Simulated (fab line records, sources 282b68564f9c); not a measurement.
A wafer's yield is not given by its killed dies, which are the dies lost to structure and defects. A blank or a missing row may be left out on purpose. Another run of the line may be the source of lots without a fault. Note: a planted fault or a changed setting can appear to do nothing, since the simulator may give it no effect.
Which tool did it?	flow rit cmos	42 wafers from 14 lots sampled at 5 of the route's 202 steps

== WHAT THE GAUGES READ, wafer by wafer ==
RIT_FOX2_THK_MEAS_90. Usual: FIELD_OXIDE_LEFT_1_THK 322 nm, standard deviation 6.7.
lot	measured	on	FIELD_OXIDE_LEFT_1_THK (nm)	flag
L216	day 2 02:24	film metro-01	338 340 340	
L217	day 2 06:44	film metro-03	329 332 321	
L219	day 2 15:58	film metro-03	313 317 319	
L220	day 2 22:22	film metro-01	328 321 329	
L221	day 3 01:22	film metro-01	327 315 319	
L222	day 3 10:32	film metro-01	321 320 319	
L223	day 3 14:05	film metro-01	317 320 319	
L225	day 4 00:29	film metro-02	322 320 322	
L226	day 4 03:54	film metro-01	327 322 319	
L227	day 4 09:01	film metro-01	328 333 333	
L229	day 4 23:02	film metro-02	320 319 318	
L230	day 5 01:00	film metro-02	325 320 324	
L235	day 6 02:16	film metro-03	319 316 320	
L238	day 6 16:19	film metro-02	315 309 320	

RIT_GATE_CD_MEAS_90: target cd 150 nm. Usual: cd nm at 150.0 nm, with a standard deviation of 2.1.
lot	measured	on	cd nm (nm)	flag
L216	day 2 21:37	cd sem-01	153.3 153.0 153.0	
L217	day 3 01:01	cd sem-01	150.9 153.7 150.9	
L219	day 3 12:38	cd sem-01	152.5 153.0 151.1	
L220	day 3 18:12	cd sem-02	147.9 148.9 149.5	
L221	day 3 19:56	cd sem-02	147.8 148.8 149.4	
L222	day 4 06:10	cd sem-01	147.7 147.6 150.3	
L223	day 4 08:53	cd sem-01	150.1 152.4 149.8	
L225	day 4 22:24	cd sem-02	150.9 148.9 150.7	
L226	day 5 01:25	cd sem-01	152.3 150.8 150.6	
L227	day 5 04:25	cd sem-01	150.4 150.8 150.1	
L229	day 5 17:17	cd sem-01	151.1 151.1 150.9	
L230	day 5 18:27	cd sem-01	150.3 151.8 151.9	
L235	day 6 21:19	cd sem-02	152.0 152.0 149.2	
L238	day 7 12:44	cd sem-02	144.6 148.3 147.6	

RIT_SDANNEAL_RS_MEAS_06: the measuring method here is four-point-probe. Usual: PLDD_RS 178.4 ohm/sq, standard deviation 0.57.
lot	measured	on	PLDD_RS (ohm/sq)	flag
L216	day 3 11:11	film metro-03	177.6 177.9 177.6	
L217	day 3 13:07	film metro-03	178.9 179.3 178.4	
L219	day 4 00:35	film metro-03	179.0 178.4 178.3	
L220	day 4 07:20	film metro-04	177.7 178.0 178.1	
L221	day 4 09:29	film metro-03	178.1 179.0 178.3	
L222	day 4 18:57	film metro-02	178.1 178.6 178.2	
L223	day 4 22:31	film metro-02	178.8 178.0 178.2	
L225	day 5 11:05	film metro-03	178.6 178.9 178.3	
L226	day 5 13:38	film metro-02	177.9 178.1 178.2	
L227	day 5 18:50	film metro-03	178.4 177.8 178.1	
L229	day 6 06:02	film metro-02	178.0 178.3 178.3	
L230	day 6 08:09	film metro-04	178.2 178.8 178.4	
L235	day 7 09:44	film metro-03	178.2 178.6 178.1	
L238	day 8 01:26	film metro-03	178.4 178.2 178.7	

RIT_CONTACT_THK_MEAS_01. Usual: CONTACT_TEOS_THK 400 nm, standard deviation 5.
lot	measured	on	CONTACT_TEOS_THK (nm)	flag
L216	day 3 11:59	film metro-03	397 401 409	
L217	day 3 13:56	film metro-03	391 392 405	
L219	day 4 01:23	film metro-03	397 402 406	
L220	day 4 08:08	film metro-04	398 399 411	
L221	day 4 10:18	film metro-01	396 393 396	
L222	day 4 19:45	film metro-04	399 399 408	
L223	day 4 23:20	film metro-01	395 393 395	
L225	day 5 11:53	film metro-03	395 400 410	
L226	day 5 14:27	film metro-03	400 397 404	
L227	day 5 19:37	film metro-03	406 401 404	
L229	day 6 06:49	film metro-04	405 398 400	
L230	day 6 08:57	film metro-03	393 392 393	
L235	day 7 10:37	film metro-01	498 402 395	OFF
L238	day 8 02:14	film metro-03	402 409 508	OFF

== WHICH TOOL RAN EACH LOT (tool, then ch and the chambers of the sampled wafers, then the start) ==
lot	RIT_CONTACT_CVD_00
L216	pecvd-02 ch 0,2, day 3 11:56
L217	pecvd-04 ch 0,2, day 3 13:52
L219	pecvd-02 ch 0,1, day 4 01:20
L220	pecvd-04 ch 0,1, day 4 08:04
L221	pecvd-03 ch 0,1,2, day 4 10:14
L222	pecvd-02 ch 0,1, day 4 19:41
L223	pecvd-04 ch 0,1,2, day 4 23:17
L225	pecvd-02 ch 0,2, day 5 11:50
L226	pecvd-04 ch 0,1, day 5 14:24
L227	pecvd-03 ch 0,1,2, day 5 19:33
L229	pecvd-04 ch 0,1,2, day 6 06:46
L230	pecvd-03 ch 0,1, day 6 08:53
L235	pecvd-04 ch 0,1,2, day 7 10:34
L238	pecvd-04 ch 0,1, day 8 02:11
- RIT_CONTACT_CVD_00: deposits SiO2 from TEOS, target thk 400 nm, time 61 s.

== WHAT THE TOOLS THEMSELVES READ (means of the sampled wafers that have a number; where no wafer has one, the mark that the record gives instead) ==
RIT_CONTACT_CVD_00. Usual: heater power w at 334 W, with a standard deviation of 43.
lot	tool	heater power w (W)	flag
L216	pecvd-02	326	
L217	pecvd-04	370	
L219	pecvd-02	345	
L220	pecvd-04	310	
L221	pecvd-03	379	
L222	pecvd-02	324	
L223	pecvd-04	305	
L225	pecvd-02	304	
L226	pecvd-04	279	
L227	pecvd-03	337	
L229	pecvd-04	295	
L230	pecvd-03	334	
L235	pecvd-04	317	
L238	pecvd-04	319	

== THE ANSWER, worked out from the rows above alone ==
Rule: a lot is off if the mean of its wafers that have a number lies more than 3 standard deviations from the usual mean. A lot without any number at a reading at which 4 lots or more have one is off too. Where the step has rows for the other lots, those lots are counted as sound. After the gauges, taken in route order, come the tools' own readings; for these a lot's mean is taken, as printed above. The first step at which some lot is off is used, and at that step the reading that is off furthest; a lot without a number counts as furthest.
Off: L235, L238, seen at RIT_CONTACT_THK_MEAS_01 (CONTACT_TEOS_THK).
If a tool, at a process step before that reading, ran all the lots that are off and no sound lot after the first of them, it fits. Those tools and the gauges at RIT_CONTACT_THK_MEAS_01 are tried in the same way. One fits: pecvd-04 at RIT_CONTACT_CVD_00. A fault onset in the window from L229 (day 6 06:46, its last sound lot) to L235 (day 7 10:34, its first lot off) fits.

== WHAT THE SIMULATOR PUT IN ==
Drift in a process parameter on pecvd-04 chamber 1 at RIT_CONTACT_CVD_00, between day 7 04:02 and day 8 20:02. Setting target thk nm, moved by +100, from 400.
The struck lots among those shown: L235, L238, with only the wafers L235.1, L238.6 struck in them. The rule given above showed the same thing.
